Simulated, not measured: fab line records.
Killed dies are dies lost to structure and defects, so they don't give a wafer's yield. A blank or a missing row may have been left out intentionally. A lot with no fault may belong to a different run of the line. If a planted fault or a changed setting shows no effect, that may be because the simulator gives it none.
Split-lot trial | flow rit-cmos | 5 lots, 23 wafers read, on a route of 202 steps

THE SPLIT
At RIT_GATE_CVD_08 (deposits poly-Si from SiH4, target thk 250 nm, time 2220 s), the setting sih4-flow-sccm was moved away from the recipe's 100 sccm on 10 of the 23 wafers read, by -4.3% to +9.8%. For the rest of the wafers, this setting stayed at what the recipe calls for.

Between the split and the reading, the file records no step.

THE READING
At RIT_GATE_THK_MEAS_09: GATE_POLY_THK, given in nm. Fault-free wafers of this fab line usually give 251.0 nm, standard deviation 1.8 nm.

wafer  | tool, chamber at the split | sih4-flow-sccm as run, sccm | against the recipe | GATE_POLY_THK, nm | against lot-mates on the recipe
L074.1 | -, -                       | 95.74                       | -4.3%              | 237.2             | no lot-mate on the recipe
L074.3 | -, -                       | 95.74                       | -4.3%              | 239.7             | no lot-mate on the recipe
L074.4 | -, -                       | 95.74                       | -4.3%              | 240.8             | no lot-mate on the recipe
L074.5 | -, -                       | 95.74                       | -4.3%              | 238.0             | no lot-mate on the recipe
L074.6 | -, -                       | 95.74                       | -4.3%              | 238.8             | no lot-mate on the recipe
L077.1 | -, -                       | 109.8                       | +9.8%              | 274.9             | no lot-mate on the recipe
L077.2 | -, -                       | 109.8                       | +9.8%              | 275.3             | no lot-mate on the recipe
L077.3 | -, -                       | 109.8                       | +9.8%              | 274.9             | no lot-mate on the recipe
L077.5 | -, -                       | 109.8                       | +9.8%              | 275.5             | no lot-mate on the recipe
L077.6 | -, -                       | 109.8                       | +9.8%              | 274.1             | no lot-mate on the recipe
L078.1 | -, -                       | 100                         | recipe             | 251.7             | -
L078.2 | -, -                       | 100                         | recipe             | 252.9             | -
L078.3 | -, -                       | 100                         | recipe             | 252.0             | -
L078.4 | -, -                       | 100                         | recipe             | 251.8             | -
L078.5 | -, -                       | 100                         | recipe             | 252.4             | -
L079.1 | lpcvd-02, 0                | 100                         | recipe             | 250.2             | -
L079.4 | lpcvd-02, 0                | 100                         | recipe             | 250.3             | -
L079.6 | lpcvd-02, 0                | 100                         | recipe             | 249.7             | -
L083.1 | -, -                       | 100                         | recipe             | 251.2             | -
L083.2 | -, -                       | 100                         | recipe             | 251.9             | -
L083.3 | -, -                       | 100                         | recipe             | 251.8             | -
L083.5 | -, -                       | 100                         | recipe             | 251.5             | -
L083.6 | -, -                       | 100                         | recipe             | 250.0             | -

THE FIT
A straight line over all 23 wafers: GATE_POLY_THK changes by +2.52 nm for each +1% of sih4-flow-sccm; r = +1.00; the points scatter about the line by 1.3 nm.
Too few moved wafers have a lot-mate on the recipe to fit a line with each lot's own level taken away.

THE WHOLE CHAIN: every reading that the file lists as answering this split, in the file's order
step                  | what it does                                                                    | reading                                                                        | change (the file's fit)              | r (the file's)
RIT_GATE_CVD_08       | deposits poly-Si from SiH4, target thk 250 nm, time 2220 s                      | poly-Si_of_GATE_CVD_08.thk-nm (the simulator's own value, which no gauge read) | +2.51 nm for each +1% of the setting | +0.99
RIT_GATE_THK_MEAS_09  |                                                                                 | GATE_POLY_THK                                                                  | +2.52 for each +1% of the setting    | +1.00
RIT_GATE_ETCH_19      | etches poly-Si in SF6/CHF3/O2, stops on SiO2, time 165 s, target depth 312.5 nm | etch.depth-nm (the simulator's own value, which no gauge read)                 | +2.51 nm for each +1% of the setting | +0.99
RIT_GATE_ETCH_19      | etches poly-Si in SF6/CHF3/O2, stops on SiO2, time 165 s, target depth 312.5 nm | GATE.feature-depth-nm (the simulator's own value, which no gauge read)         | +2.51 nm for each +1% of the setting | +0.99
RIT_REOX_OXIDATION_03 | target thk 25.2 nm, ox time 5580 s                                              | poly-Si_of_GATE_CVD_08.thk-nm (the simulator's own value, which no gauge read) | +2.38 nm for each +1% of the setting | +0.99

FILE'S OWN FIT
GATE_POLY_THK changes by +2.52 nm for each +1% of sih4-flow-sccm, r = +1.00.
